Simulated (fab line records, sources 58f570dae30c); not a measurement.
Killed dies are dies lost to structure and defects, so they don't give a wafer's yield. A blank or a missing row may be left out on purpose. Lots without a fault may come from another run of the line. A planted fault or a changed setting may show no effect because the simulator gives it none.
Split-lot experiment | flow berkeley_cmos170 | 5 lots, 23 wafers read, on a route of 331 steps

THE SPLIT
At UCB170_M1_SPUTTER_00 (material Al, target thk 600 nm, time 80 s), the setting power_w was moved away from the recipe's 6000 W on 10 of the 23 wafers read, by -11.1% to +8.7%. The other wafers ran this setting at the recipe's value.

FROM THE SPLIT TO THE READING: what the file shows between them, 2 steps
- UCB170_M1_RS_MEAS_01: measures by four-point-probe
- UCB170_M1_THK_MEAS_02: measures by xrf

THE READING
oes_product_au, in a.u., at UCB170_M1_METAL_ETCH_12 (etches Al in Cl2/BCl3, stops on PSG, target depth 780 nm, time 130 s). Fault-free wafers of this fab line usually give 0.855 a.u., standard deviation 0.015 a.u..

wafer  | tool, chamber at the split | power_w as run, W | against the recipe | oes_product_au, a.u. | against lot-mates on the recipe
L075.1 | pvd_sputter-04, -          | 6000              | recipe             | 0.876                | -
L075.2 | pvd_sputter-04, -          | 6186              | +3.1%              | 0.887                | +0.014
L075.4 | pvd_sputter-04, -          | 6000              | recipe             | 0.865                | -
L075.5 | pvd_sputter-04, -          | 6186              | +3.1%              | 0.868                | -0.005
L075.6 | pvd_sputter-04, -          | 6000              | recipe             | 0.879                | -
L076.1 | pvd_sputter-01, -          | 6253              | +4.2%              | 0.870                | +0.018
L076.2 | pvd_sputter-01, -          | 6000              | recipe             | 0.849                | -
L076.3 | pvd_sputter-01, -          | 6000              | recipe             | 0.855                | -
L076.4 | pvd_sputter-01, -          | 6253              | +4.2%              | 0.867                | +0.015
L076.5 | pvd_sputter-01, -          | 6253              | +4.2%              | 0.867                | +0.015
L079.1 | pvd_sputter-04, -          | 6520              | +8.7%              | 0.901                | +0.045
L079.3 | pvd_sputter-04, -          | 6000              | recipe             | 0.854                | -
L079.4 | pvd_sputter-04, -          | 6000              | recipe             | 0.862                | -
L079.5 | pvd_sputter-04, -          | 6520              | +8.7%              | 0.901                | +0.045
L079.6 | pvd_sputter-04, -          | 6000              | recipe             | 0.852                | -
L080.1 | pvd_sputter-02, -          | 5333              | -11.1%             | 0.796                | -0.067
L080.3 | pvd_sputter-02, -          | 6000              | recipe             | 0.852                | -
L080.4 | pvd_sputter-02, -          | 5333              | -11.1%             | 0.819                | -0.044
L080.5 | pvd_sputter-02, -          | 6000              | recipe             | 0.873                | -
L080.6 | pvd_sputter-02, -          | 5333              | -11.1%             | 0.797                | -0.066
L084.1 | pvd_sputter-01, -          | 6000              | recipe             | 0.860                | -
L084.2 | pvd_sputter-01, -          | 6000              | recipe             | 0.884                | -
L084.3 | pvd_sputter-01, -          | 6000              | recipe             | 0.873                | -

THE FIT
A straight line over all 23 wafers: oes_product_au changes by +0.00469 a.u. for each +1% of power_w; r = +0.91; the points scatter about the line by 0.012 a.u..
The same after taking each lot's own level away (the mean of its wafers on the recipe; 23 wafers): +0.00499 a.u. for each +1%; r = +0.95; scatter 0.0085 a.u..
On that fit, the largest move of power_w shifts the reading by 0.056 a.u..
The lots' own levels span 0.8520 to 0.8733 a.u., that is 1.4 times the standard deviation above.
So the lot-to-lot level changes the slope little: the two slopes agree.
Check: with one of the wafers moved furthest among these (-11.1%) left out of the fit, the line predicts -0.0543 a.u. for it against its lot-mates. It came out at -0.0665 a.u. against them.

OTHER SPLITS ON THESE WAFERS
These wafers also went through other splits before the reading. Each is held against what the fit with the lots' levels taken away leaves over:
other split on the same wafers                 | wafers away from the commonest value | r with oes_product_au (lot level and that fit taken away)
UCB170_BACKSIDE_HMDS_00 prime_time_s           | 5                                    | +0.35
UCB170_SILICIDE_SPUTTER_01 chamber_pressure_pa | 18                                   | +0.19
UCB170_CONTACT_COAT_04 resist_thk_nm           | 11                                   | +0.13

THE WHOLE CHAIN: every reading that the file lists as answering this split, in the file's order
step                    | what it does                                                         | reading                                                                     | change (the file's fit)                   | r (the file's)
UCB170_M1_SPUTTER_00    | material Al, target thk 600 nm, time 80 s                            | Al_of_M1_SPUTTER_00.thk_nm (the simulator's own value, which no gauge read) | +6.28 nm for each +1% of the setting      | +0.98
UCB170_M1_RS_MEAS_01    | measures by four-point-probe                                         | M1_AL_RS                                                                    | -0.000548 for each +1% of the setting     | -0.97
UCB170_M1_THK_MEAS_02   | measures by xrf                                                      | M1_AL_THK                                                                   | +6.36 for each +1% of the setting         | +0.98
UCB170_M1_METAL_ETCH_12 | etches Al in Cl2/BCl3, stops on PSG, target depth 780 nm, time 130 s | oes_product_au                                                              | +0.00494 a.u. for each +1% of the setting | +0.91
UCB170_M1_METAL_ETCH_12 | etches Al in Cl2/BCl3, stops on PSG, target depth 780 nm, time 130 s | M1.feature_depth_nm (the simulator's own value, which no gauge read)        | +6.87 nm for each +1% of the setting      | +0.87
UCB170_M1_METAL_ETCH_12 | etches Al in Cl2/BCl3, stops on PSG, target depth 780 nm, time 130 s | etch.depth_nm (the simulator's own value, which no gauge read)              | +7.56 nm for each +1% of the setting      | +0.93

THE FILE'S OWN FIT
oes_product_au changes by +0.00494 a.u. for each +1% of power_w, r = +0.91.
